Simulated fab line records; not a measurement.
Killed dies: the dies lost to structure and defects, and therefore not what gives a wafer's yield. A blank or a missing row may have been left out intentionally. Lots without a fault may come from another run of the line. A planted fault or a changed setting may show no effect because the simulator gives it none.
A single fault, viewed from 2 desks + flow ritCmos + what lay behind the numbers comes last; until then each desk has only its own

## FROM THE METROLOGY DESK
Means of the sampled wafers that have a number, per lot and without regard to the tool the lot ran on: this is what the gauges read. A lot is out of limits, marked OUT, if its mean lies more than 4 standard deviations from the usual mean; the brackets give that distance. It has 8 readings; the 7 that lie furthest out on some lot are the ones shown.
Columns: A = cdNm at RIT_GATE_CD_MEAS_16, usual 148.8 nm; B = GATE_OVL at RIT_GATE_OVL_MEAS_17, usual -0.3 nm; C = cdNm at RIT_GATE_CD_MEAS_90, usual 148.8 nm; D = REOX_OXIDE_THK at RIT_REOX_THK_MEAS_04, usual 25.2 nm; E = NLDD_OVL at RIT_NLDD_OVL_MEAS_06, usual 0.3 nm; F = NLDD_TW at RIT_NLDD_TW_MEAS_10, usual 2484; G = PLDD_TW at RIT_PLDD_TW_MEAS_10, usual 2342
| lot  | first seen here | A     | B    | C     | D    | E    | F    | G    |
|------|-----------------|-------|------|-------|------|------|------|------|
| L573 | day 2 21:21     | 149.2 | -1.8 | 149.2 | 24.0 | -0.4 | 2497 | 2346 |
| L576 | day 3 10:18     | 148.3 | 0.6  | 148.6 | 25.7 | 1.5  | 2481 | 2333 |
| L580 | day 4 11:29     | 152.3 | -1.0 | 152.6 | 25.9 | 1.0  | 2483 | 2345 |
| L582 | day 4 20:38     | 148.3 | 0.3  | 148.4 | 26.2 | -1.5 | 2473 | 2333 |
| L588 | day 6 01:34     | 149.0 | 2.7  | 149.2 | 25.0 | 2.3  | 2476 | 2349 |
| L590 | day 6 11:52     | 147.5 | 0.1  | 147.7 | 25.1 | -0.2 | 2486 | 2350 |
This desk found nothing out of limits on any of the 6 lots.

## DESK OF THE TOOL OWNER: furnace-04
The tool's own readings at RIT_REOX_OXIDATION_03 (target thk 25.2 nm, ox time 5580 s): means of the sampled wafers that have a number, for each lot that ran on this tool. A lot is out of limits, marked OUT, if its mean lies more than 4 standard deviations from the usual mean; the brackets give that distance.
Columns: A = spikeTcCentreC at RIT_REOX_OXIDATION_03, usual 902.5 C; B = zonePowerLoadPct at RIT_REOX_OXIDATION_03, usual 29 %
| lot  | first seen here | A                | B  |
|------|-----------------|------------------|----|
| L576 | day 3 12:32     | 902.3            | 27 |
| L580 | day 4 12:39     | 914.5 (+7.5) OUT | 26 |
| L582 | day 4 21:43     | 914.1 (+7.2) OUT | 26 |
This desk finds L580, L582 out of limits, L580 being first, at day 4 12:39 (spikeTcCentreC at RIT_REOX_OXIDATION_03). L576: within limits.

## BROUGHT TOGETHER
The tool owner's desk could have raised an alarm at day 4 12:39, on L580, L582.
The metrology desk saw nothing out of limits.
The metrology desk has L580, L582 on record, within its limits.
On furnace-04, each named lot ran RIT_REOX_OXIDATION_03.

## WHAT WAS PUT IN BY THE SIMULATOR
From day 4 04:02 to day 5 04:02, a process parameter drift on furnace-04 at RIT_REOX_OXIDATION_03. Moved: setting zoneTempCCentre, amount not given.
Shown lots that were struck: L580, L582.
Hours from the fault's start to each desk's first reading out of limits: the tool owner's desk, 9.
